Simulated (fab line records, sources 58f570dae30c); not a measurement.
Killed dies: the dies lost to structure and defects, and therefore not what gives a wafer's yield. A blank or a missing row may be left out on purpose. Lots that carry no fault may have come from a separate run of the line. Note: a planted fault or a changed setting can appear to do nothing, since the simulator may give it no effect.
A struck lot beside a sound one + flow berkeley_cmos170 + 14 out of 331 route steps
Sound: wafers L818.3, L818.5, L818.6. The struck wafers were L826.3, L826.4, L826.6. The cause is named last.
At each step with rows: each side's tool, then ch and its chambers, then its first start. Under that, the readings that differ: sound wafers + struck wafers + difference of the means + sigmas: that difference in standard deviations of wafers without a fault.
alike: a reading whose means differ by less than 2 such deviations, as well as words and numbers matching on both sides. not compared: withheld readings; readings where some wafer has no value; bounds like >300 that might hide an equal value; numbers whose values overlap and for which the record gives no deviation.
Wherever a step has rows on one side only, a row that says differs or no value, or a row with sigmas, the two part there. Numbers that don't overlap but have no deviation are shown without sigmas and don't part them. Lack of a reading on every wafer of one side parts them only where that side has two or more wafers.

UCB170_M2_STRIP_07: strips in O2.
  sound on plasma_asher-01 ch 0,1, day 8 14:37; struck on plasma_asher-03 ch 0,1, day 10 02:28
  alike: chamber_pressure_mTorr, drypump_motor_current_A, oes_product_au, strip_time_to_endpoint_s
  not compared: rf_hours_counter_h
then, 7 steps without rows for these wafers: UCB170_M2_STRIP_08 (strips KrF in DMSO, time 600 s); UCB170_M2_COAT_09; UCB170_M2_COAT_10 (resist thk 900 nm); UCB170_M2_SOFTBAKE_11 (time 60 s); UCB170_M2_EXPOSE_12 (exposes mask METAL2, target cd 700 nm); UCB170_M2_PEB_13; UCB170_M2_DEVELOP_14 (develop time 45 s).
UCB170_M2_CD_MEAS_15: the cd target is 700 nm.
  sound on cd_sem-01 at day 8 16:27; struck on cd_sem-01 at day 10 04:20
| reading    | sound             | struck            | difference | sigmas |
|------------|-------------------|-------------------|------------|--------|
| cd_nm (nm) | 699.9 699.0 698.4 | 701.9 702.4 703.1 | +3.4       | +2     |
UCB170_M2_OVL_MEAS_16:
  sound on overlay-02 at day 8 16:32; struck on overlay-02 at day 10 04:25
  alike: M2_OVL
UCB170_M2_ETCH_17: etches BARC in N2/H2.
  sound on rie_diel-01 ch 0,1,2, day 8 16:34; struck on rie_diel-02 ch 0,1, day 10 04:27
  alike: drypump_motor_current_A, oes_product_au, throttle_valve_pct
UCB170_M2_METAL_ETCH_18: etches Al in Cl2/BCl3, stops on SiO2, target depth 1170 nm, time 195 s.
  sound on rie_metal-01 ch 0,1, day 8 16:40; struck on rie_metal-04 ch 0,1, day 10 04:33
  alike: drypump_motor_current_A, oes_product_au, throttle_valve_pct
  not compared: rf_hours_counter_h
UCB170_M2_STRIP_19: strips in O2.
  sound on plasma_asher-03 ch 0,1, day 8 16:50; struck on plasma_asher-02 ch 0,1, day 10 04:43
  no value came back on the struck wafers for chamber_pressure_mTorr (mTorr), drypump_motor_current_A (A), oes_product_au (a.u.); on the sound wafers chamber_pressure_mTorr (mTorr) reads 3496 3500 3500
| reading                             | sound | struck            | difference | sigmas |
|-------------------------------------|-------|-------------------|------------|--------|
| model.KrF_of_M2_COAT_10.thk_nm (nm) | 0 0 0 | 222.7 197.7 201.2 | +207.2     |        |
  not compared: rf_hours_counter_h
UCB170_M2_CD_MEAS_90: the cd target is 700 nm.
  sound on cd_sem-01 at day 8 16:56; struck on cd_sem-01 at day 10 04:49
  alike: cd_nm

== WHERE THEY PART ==
At UCB170_M2_CD_MEAS_15 first; at UCB170_M2_STRIP_19 last (within this record only). Later steps at which nothing parts them and some readings are alike: UCB170_M2_CD_MEAS_90.

WHY: the cause the simulator had injected
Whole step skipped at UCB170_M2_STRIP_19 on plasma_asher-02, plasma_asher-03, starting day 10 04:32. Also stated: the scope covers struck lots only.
